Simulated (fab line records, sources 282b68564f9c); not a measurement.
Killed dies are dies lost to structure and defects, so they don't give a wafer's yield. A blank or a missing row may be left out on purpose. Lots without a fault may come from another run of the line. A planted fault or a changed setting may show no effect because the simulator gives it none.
Which tool did it? | flow rit_cmos | 13 lots, 39 wafers sampled, at 3 steps of a route of 202

WHAT THE GAUGES READ, wafer by wafer
RIT_SILICIDE_RS_MEAS_02: measures by four-point-probe.
lot  | measured    | on            | SILICIDE_TI_RS (ohm/sq)
L773 | day 3 03:28 | film_metro-04 | 50.2 50.8 50.0
L774 | day 3 06:28 | film_metro-04 | 51.2 51.5 50.8
L775 | day 3 13:37 | film_metro-03 | 50.3 50.2 50.9
L776 | day 3 17:45 | film_metro-01 | 51.4 50.8 51.2
L777 | day 4 00:11 | film_metro-04 | 50.7 51.1 50.8
L778 | day 4 03:38 | film_metro-01 | 51.5 51.5 51.7
L779 | day 4 07:17 | film_metro-01 | 50.0 49.8 50.0
L780 | day 4 13:39 | film_metro-01 | 50.9 50.6 50.7
L781 | day 4 17:41 | film_metro-04 | 51.7 51.7 51.7
L785 | day 5 13:54 | film_metro-04 | 30.9 31.1 30.9
L788 | day 6 04:41 | film_metro-03 | 31.3 31.1 31.1
L793 | day 7 08:29 | film_metro-03 | 51.1 50.8 50.9
L795 | day 7 18:07 | film_metro-01 | 50.3 49.9 50.3

RIT_SILICIDE_THK_MEAS_03: measures by xrf.
lot  | measured    | on            | SILICIDE_TI_THK (nm)
L773 | day 3 03:35 | film_metro-04 | 28.64 28.29 28.62
L774 | day 3 06:35 | film_metro-04 | 27.98 27.99 28.18
L775 | day 3 13:44 | film_metro-03 | 28.29 28.50 28.08
L776 | day 3 17:52 | film_metro-01 | 28.08 28.24 28.16
L777 | day 4 00:18 | film_metro-04 | 28.51 28.19 28.46
L778 | day 4 03:46 | film_metro-01 | 28.05 27.83 27.72
L779 | day 4 07:24 | film_metro-01 | 28.66 28.62 28.60
L780 | day 4 13:46 | film_metro-01 | 28.03 28.35 28.28
L781 | day 4 17:48 | film_metro-04 | 27.86 27.97 27.99
L785 | day 5 14:01 | film_metro-04 | 42.09 41.89 42.13
L788 | day 6 04:49 | film_metro-03 | 41.56 41.68 41.71
L793 | day 7 08:36 | film_metro-03 | 28.14 28.50 28.38
L795 | day 7 18:14 | film_metro-01 | 28.58 28.76 28.56

WHICH TOOL RAN EACH LOT (tool, then ch and the chambers of the sampled wafers, then the start)
lot  | RIT_SILICIDE_SPUTTER_01
L773 | pvd_sputter-04, day 3 03:19
L774 | pvd_sputter-03, day 3 06:18
L775 | pvd_sputter-01, day 3 13:28
L776 | pvd_sputter-04, day 3 17:36
L777 | pvd_sputter-01, day 4 00:02
L778 | pvd_sputter-04, day 4 03:29
L779 | pvd_sputter-01, day 4 07:08
L780 | pvd_sputter-04, day 4 13:30
L781 | pvd_sputter-01, day 4 17:32
L785 | pvd_sputter-01, day 5 13:45
L788 | pvd_sputter-01, day 6 04:32
L793 | pvd_sputter-03, day 7 08:20
L795 | pvd_sputter-03, day 7 17:58
- RIT_SILICIDE_SPUTTER_01: material Ti, target thk 30 nm, time 229.5 s.

WHAT THE TOOLS THEMSELVES READ (means of the sampled wafers that have a number; where no wafer has one, the mark that the record gives instead)
RIT_SILICIDE_SPUTTER_01.
lot  | tool           | cathode_dc_power_W (W) | throttle_valve_pct (%)
L773 | pvd_sputter-04 | 349.96                 | 29.4
L774 | pvd_sputter-03 | 349.97                 | 31.1
L775 | pvd_sputter-01 | 350.01                 | 30.0
L776 | pvd_sputter-04 | 350.03                 | 29.4
L777 | pvd_sputter-01 | 350.00                 | 30.8
L778 | pvd_sputter-04 | 350.01                 | 29.4
L779 | pvd_sputter-01 | 350.04                 | 30.1
L780 | pvd_sputter-04 | 350.03                 | 29.3
L781 | pvd_sputter-01 | 349.98                 | 29.8
L785 | pvd_sputter-01 | 519.33                 | 30.5
L788 | pvd_sputter-01 | 519.37                 | 30.6
L793 | pvd_sputter-03 | 350.00                 | 31.2
L795 | pvd_sputter-03 | 350.04                 | 31.0

THE ANSWER, worked out from the rows above alone
Rule: what is usual is taken from the lots themselves. Put in order of their means at a reading, lots are off if they are a third of the lots or fewer, leave a main group of 4 or more, and stand apart from it by a gap of 3 or more times the standard deviation of the main group's means; of several such gaps the widest counts. A main group whose means are all the same, to the digits that the tables above print for the reading, isn't used. A lot without any number at a reading at which 4 lots or more have one is off too. The other lots that the step has rows for count as sound. The gauges are gone through in route order, then the tools' own readings, and for those a lot's mean is taken as printed above. The first step at which some lot is off is used, and at that step the reading that is off furthest; a lot without a number counts as furthest.
Off: L785, L788, at RIT_SILICIDE_RS_MEAS_02 (SILICIDE_TI_RS). The main group: mean 50.8 ohm/sq, standard deviation 0.53.
A tool fits if, at a process step before that reading, it ran every lot that is off, and no sound lot after the first of them. The gauges at RIT_SILICIDE_RS_MEAS_02 aren't tried: what is off there is off at RIT_SILICIDE_SPUTTER_01 too, on other tools, and a gauge's error can't cause that. One fits: pvd_sputter-01 at RIT_SILICIDE_SPUTTER_01. Its last sound lot is L781 (day 4 17:32), its first lot that is off L785 (day 5 13:45): a fault that began between those two fits.
The tool's own readings at RIT_SILICIDE_SPUTTER_01 bear it out: on the lots that are off they differ by more than 5 times the standard deviation of the sound lots' means. cathode_dc_power_W reads 519.35 W there against 350.01 W on the sound lots.

WHAT THE SIMULATOR HAD PUT IN
Process parameter drift: pvd_sputter-01, from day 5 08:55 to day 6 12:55, at RIT_SILICIDE_SPUTTER_01. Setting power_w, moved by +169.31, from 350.
Lots struck among those shown: L785, L788. The rule above found the same.
